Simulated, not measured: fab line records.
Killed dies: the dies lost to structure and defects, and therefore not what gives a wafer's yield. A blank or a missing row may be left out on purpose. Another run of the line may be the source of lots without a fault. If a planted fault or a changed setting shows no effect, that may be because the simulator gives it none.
fab line records | flow ritCmos
[record] lots = 13 | wafers = 39 | lastDay = 6
route steps=202 shown PSD@151 M1@202
lots that met no fault: from a run of the same line without faults
startH: hours from the record's first day to the start of the lot's first wafer shown | waitH: hours from the lot's prior step to this one | " the same as in the row above | L1.1+2: a single row standing in for several wafers | - no value present, or no start provided | * or withheld: withheld | < > ~ a bound
route shown NAME@n: names a module that has steps shown in the file, with the first one's number in the route | usual: the fault-free wafers' mean and standard deviation | same: alike in all rows | chamber/n: place in a boat | sites: the reading at each site | _std_site: how widely they spread, as a standard deviation | _edge_site: the outer-site mean with the inner-site mean subtracted | radiusMm: for every site, how far away it sits from the centre of the wafer | mask NAME#n: copy n | behind: the tool/chamber that last shaped the wafer | hold: cause of the lot's hold/its duration in hours/its outcome | device: the transistor (n, p or np) that didn't switch | end of line: the same wafers' tests at the end of the route | a step given without rows: its recipe and nothing more | killed: dies that structure and defects cost at the first sort, which is not the same as the wafer's yield | map: dies across one wafer; x = killed, . = not, _ = none there
set.NAME: setting as actually run; set.NAME@STEP: the setting as run at that earlier step | model.NAME: the simulator's own value behind a step, which no gauge read
steps of the route over a sample of lots; a table a step, a row a wafer
services: from which hour (startH, from the record's first day; less than 0 if before it) a tool's chamber was out of use, for how many hours, and why
[[steps]]
[step RIT_PSD_STRIP_09]
[recipe] chemistry = O2 | timeS = 180 | resist = NOVOLAK | platenTempC = withheld | powerW = 500 | pressureMtorr = 4000 | o2FlowSccm = 4000
[usual] drypumpMotorCurrentA = 5.8/0.33 | rfReflPowerW = 6.7/1.2 | runLengthS = 207.8/0.49
[same] timeS = 180
lot.wafer | tool           | chamber | startH | waitH | drypumpMotorCurrentA | rfHoursCounterH | rfReflPowerW | runLengthS
L259.1    | plasmaAsher-04 | 0       | 53.87  | 0.1   | 6.2                  | 40              | 6.5          | 207.5
L259.2    | "              | 1       | "      | "     | 5.5                  | 40              | 8.3          | 208.2
L259.4    | "              | 0       | "      | "     | 6.2                  | -               | 6.6          | 207.7
L261.2    | plasmaAsher-01 | 0       | 64.22  | 0.1   | 5.1                  | 43              | 6.8          | 208.4
L261.3    | "              | 1       | "      | "     | 6.3                  | -               | 5.9          | 208.5
L261.5    | "              | 0       | "      | "     | 5.0                  | -               | 6.7          | 208.3
L263.2    | plasmaAsher-04 | 0       | 73.67  | 0.1   | 6.2                  | 42              | 6.3          | 207.5
L263.5    | "              | 0       | "      | "     | 6.2                  | -               | 6.3          | 207.7
L263.6    | "              | 1       | "      | "     | 5.5                  | -               | 8.4          | 208.5
L264.1    | plasmaAsher-04 | 1       | 78.17  | 0.1   | 5.5                  | 42              | 8.1          | 208.5
L264.2    | "              | 0       | "      | "     | 6.2                  | 42              | 6.6          | 207.4
L264.4    | "              | 0       | "      | "     | 6.2                  | -               | 6.7          | 207.4
L265.4    | plasmaAsher-03 | 1       | 81.37  | 0.1   | 5.8                  | -               | 5.5          | 207.3
L265.5    | "              | 1       | "      | "     | 5.8                  | -               | 5.0          | 207.2
L265.6    | "              | 0       | "      | "     | 5.9                  | -               | 7.7          | 208.1
L266.4    | plasmaAsher-03 | 1       | 84.63  | 0.1   | 5.8                  | -               | 4.8          | 207.4
L266.5    | "              | 0       | "      | "     | 5.9                  | -               | 7.6          | 207.5
L266.6    | "              | 1       | "      | "     | 5.8                  | -               | 5.1          | 207.3
L267.2    | plasmaAsher-03 | 1       | 93.76  | 0.1   | 5.8                  | 30              | 5.0          | 207.3
L267.3    | "              | 0       | "      | "     | 5.9                  | -               | 7.4          | 207.5
L267.4    | "              | 1       | "      | "     | 5.8                  | -               | 5.0          | 207.7
L268.2    | plasmaAsher-03 | 1       | 95.65  | 0.1   | 5.8                  | 30              | 5.6          | 207.3
L268.5    | "              | 0       | "      | "     | 5.9                  | -               | 7.8          | 207.6
L268.6    | "              | 1       | "      | "     | 5.8                  | -               | 5.3          | 207.2
L269.1    | plasmaAsher-04 | 1       | 103.21 | 0.1   | 5.5                  | 45              | 8.2          | 208.1
L269.2    | "              | 0       | "      | "     | 6.2                  | 45              | 6.4          | 207.6
L269.4    | "              | 0       | "      | "     | 6.2                  | -               | 6.5          | 207.7
L270.3    | plasmaAsher-03 | 1       | 104.97 | 0.1   | 5.8                  | -               | 5.1          | 207.2
L270.4    | "              | 0       | "      | "     | 5.9                  | -               | 8.0          | 207.5
L270.5    | "              | 1       | "      | "     | 5.8                  | -               | 5.1          | 207.4
L274.2    | plasmaAsher-04 | 1       | 125.48 | 0.1   | 5.5                  | 1               | 8.4          | 117.4
L274.3    | "              | 0       | "      | "     | 6.2                  | -               | 6.5          | 117.0
L274.4    | "              | 1       | "      | "     | 5.5                  | -               | 8.1          | 117.1
L275.3    | plasmaAsher-03 | 1       | 134.09 | 0.1   | 5.8                  | -               | 5.0          | 207.6
L275.5    | "              | 1       | "      | "     | 5.8                  | -               | 5.4          | 207.2
L275.6    | "              | 0       | "      | "     | 5.9                  | -               | 8.0          | 207.9
L276.1    | plasmaAsher-03 | 0       | 134.95 | 0.1   | 5.9                  | 34              | 8.1          | 207.7
L276.3    | "              | 0       | "      | "     | 5.9                  | -               | 8.0          | 207.4
L276.6    | "              | 1       | "      | "     | 5.8                  | -               | 5.3          | 207.4
[step RIT_M1_PROBE_99]
[usual] killedAtContacts = 0.1/0.24 | killedAtFrontEnd = 7/3.2 | killedDies = 7/3.2 | killedOnRim = 1.9/1.4 | killedOpen = 3.6/2.1 | killedShort = 3.5/2
[same] grossDies = 264 | killed_at_M0_to_M3 = 0 | killed_at_M4_up = 0 | killedAtBackSide = 0 | killedAtOther = 0
lot.wafer | tool      | chamber | startH | waitH | killedAtContacts | killedAtFrontEnd | killedDies | killedOnRim | killedOpen | killedShort
L274.2    | prober-01 | -       | 133.84 | 0.1   | 0                | 264              | 264        | 70          | 5          | 3
L274.3    | prober-01 | -       | 133.89 | 0.2   | 0                | 264              | 264        | 70          | 5          | 3
L274.4    | prober-01 | -       | 133.94 | 0.2   | 0                | 264              | 264        | 70          | 4          | 4
// killed by level:class
L274.2 SDANNEAL:areaRta=256 GATE:geometricParticle:open=2 FOX2:geometricParticle:short=1 GATE:geometricParticle:short=1 REOX:geometricParticle:open=1 SPACER:geometricParticle:open=1 SILICIDE:geometricParticle:short=1 SILICIDE:geometricParticle:open=1
L274.3 SDANNEAL:areaRta=256 GATE:geometricParticle:short=2 REOX:geometricParticle:open=2 FOX1:geometricParticle:open=1 GATE:geometricParticle:open=1 REOX:geometricParticle:short=1 SPACER:geometricParticle:open=1
L274.4 SDANNEAL:areaRta=256 FOX2:geometricParticle:open=1 GATE:geometricParticle:open=1 GATE:geometricParticle:short=1 REOX:geometricParticle:short=1 REOX:geometricParticle:open=1 SPACER:geometricParticle:short=1 SILICIDE:geometricParticle:open=1
[[services]]
tool           | chamber | startH | hours | kind
plasmaAsher-04 | -       | 108.75 | 9.0   | pm
plasmaAsher-04 | 0       | 108.75 | 9.0   | ventCycle
plasmaAsher-04 | 1       | 108.75 | 9.0   | ventCycle
plasmaAsher-03 | -       | 109.64 | 4.5   | repair
plasmaAsher-04 | 0       | 117.75 | -     | clean
plasmaAsher-04 | 1       | 117.75 | -     | clean
[[key]]
[firstSign] step = RIT_PSD_STRIP_09 | reading = runLengthS | direction = down | sigmas = 99+ | usual = * | struck = *
[effect] step = RIT_M1_PROBE_99 | reading = killedAtFrontEnd | direction = up | sigmas = 80 | usual = 7 | struck = 264
[moreKillsBornAt] RIT_SDANNEAL_RTA_03@rtpAnneal-02 = 768
metAt RIT_PSD_STRIP_09
struckLots L274
laterRowsLeftOut L274.2,L274.3,L274.4
testerLeftOut L274
onsetBetween 103.21 125.48
[fault] kind = stripAborted | tool = plasmaAsher-04 | chamber = - | onsetH = 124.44 | steps = RIT_PSD_STRIP_09 | offset = 0.35 | endH = 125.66
// testerLeftOut: of these lots the tester's yield and bins aren't shown, on N5 and GAA mostly nor the transistor test; their killed dies are dies lost to structure and defects alone, not to doping, threshold or leakage, so they don't give the yield
// laterRowsLeftOut: the simulator's readings of these wafers behind a module that went badly wrong aren't trusted and aren't shown, but for the sort
